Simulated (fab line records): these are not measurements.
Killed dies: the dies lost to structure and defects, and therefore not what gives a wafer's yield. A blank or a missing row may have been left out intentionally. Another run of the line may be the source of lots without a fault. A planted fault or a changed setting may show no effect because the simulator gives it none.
8D (eight disciplines) problem report, filled in by code | flow ritCmos | the parts of the form that need people (team, actions taken, sign-off) are left out

## 1. THE ISSUE
M1_AL_RS at RIT_M1_RS_MEAS_01 reads a mean of 0.0471 ohm/sq on 1 wafer of 1 lot; wafers without a fault read 0.0736 ohm/sq with a standard deviation of 0.00065. Relative to the usual mean, that is a shift of -41 standard deviations.
The step: measures by four-point-probe.
First seen on wafer L596.3, day 5 11:35, on filmMetro-03. Wafers with a number at this step in the record: 39, from 13 lots. Rule for "out", or "out of limits": more than 4 standard deviations from the usual mean. The other wafers with a number count as sound.

## 2. WHAT IT IS, WHAT IT ISN'T
question                    | is               | is not
which readings at this step | M1_AL_RS         | -
which lots                  | L596             | L585, L586, L587, L588, L589, L590, L595, L598, L602, L604, L605, L607
which wafers of those lots  | L596.3           | L596.1, L596.4
read on which gauges        | filmMetro-03     | filmMetro-01, filmMetro-04
when                        | from day 5 11:35 | up to then (23 sound wafers); but 15 sound wafers of L598, L602, L604, L605, L607 came after

## 3. WHAT RULES OUT EACH SUSPECT
Counting: a tool at a process step up to the reading stays a suspect if it ran every lot that is out. Sound lots after the first of them don't rule it out here, since some wafers of a struck lot are sound.
- ruled out: the gauge at RIT_M1_RS_MEAS_01. All the wafers that are out were read on filmMetro-03, but those of them that RIT_M1_SPUTTER_00 has rows for are out there too, on other tools.
- pvdSputter-03 at RIT_M1_SPUTTER_00 (material Al, target thk 400 nm, time 500 s): kept. It processed L596, the lot that is out, at day 5 11:18, and its most recent sound lot before then was L590 at day 4 06:38. On those wafers its own readings are out: cathodeDcPowerW.
Remaining after the count: pvdSputter-03 at RIT_M1_SPUTTER_00.

## 4. THE CAUSE (what the simulator had put in)
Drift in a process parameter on pvdSputter-03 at RIT_M1_SPUTTER_00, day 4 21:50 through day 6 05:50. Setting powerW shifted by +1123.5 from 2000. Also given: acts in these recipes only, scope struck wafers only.
After counting, this tool was the only one left.

## 5. SEQUENCE OF EFFECTS, ordered by route
One row per reading whose mean, taken over the struck wafers that have a number, lies over 3 standard deviations from the usual. Readings are gone through only where the record gives a usual standard deviation; hours: the median, over the lots, of the time from a lot's start at the first step in this table giving one to that lot's start at this step; sigmas: the change measured in usual standard deviations.
hours | step                 | reading            | usual         | on struck wafers | change  | sigmas
0     | RIT_M1_SPUTTER_00    | cathodeDcPowerW    | 2000.0 W      | 3123.8           | +1123.8 | +99 or more
0     | RIT_M1_RS_MEAS_01    | M1_AL_RS           | 0.0736 ohm/sq | 0.0471           | -0.0265 | -41
0     | RIT_M1_THK_MEAS_02   | M1_AL_THK          | 405 nm        | 627              | +222    | +57
2     | RIT_M1_METAL_ETCH_12 | oesProductAu       | 0.776 a.u.    | 0.980            | +0.204  | +15
7     | RIT_M1_PROBE_99      | defectLimitedYield | 97.3 %        | 5.3              | -92.0   | -77
7     | RIT_M1_PROBE_99      | killed_at_M0_to_M3 | 0.0           | 246.0            | +246.0  | +99 or more
7     | RIT_M1_PROBE_99      | killedDies         | 7             | 250              | +243    | +81
7     | RIT_M1_PROBE_99      | killedOnRim        | 1.8           | 70.0             | +68.2   | +52
The process steps in it:
- RIT_M1_SPUTTER_00: material Al, target thk 400 nm, time 500 s.
- RIT_M1_METAL_ETCH_12: etches Al in Cl2/BCl3, stops on SiO2, time 165 s, target depth 600 nm.
- RIT_M1_PROBE_99

## 6. WHAT WOULD HAVE CAUGHT IT SOONER
In this record the first reading out of limits at a measuring or inspecting step was taken at day 5 11:35, 14 hours after the fault began at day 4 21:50.
At RIT_M1_SPUTTER_00, the tool's own readings (cathodeDcPowerW) were out on each struck wafer the step has a row for, so an alarm limit on them would have fired on the first such wafer.
By day 5 11:35, every lot that is out (1) had started RIT_M1_SPUTTER_00 on pvdSputter-03. A hold on the tool at that time would have spared none of them.
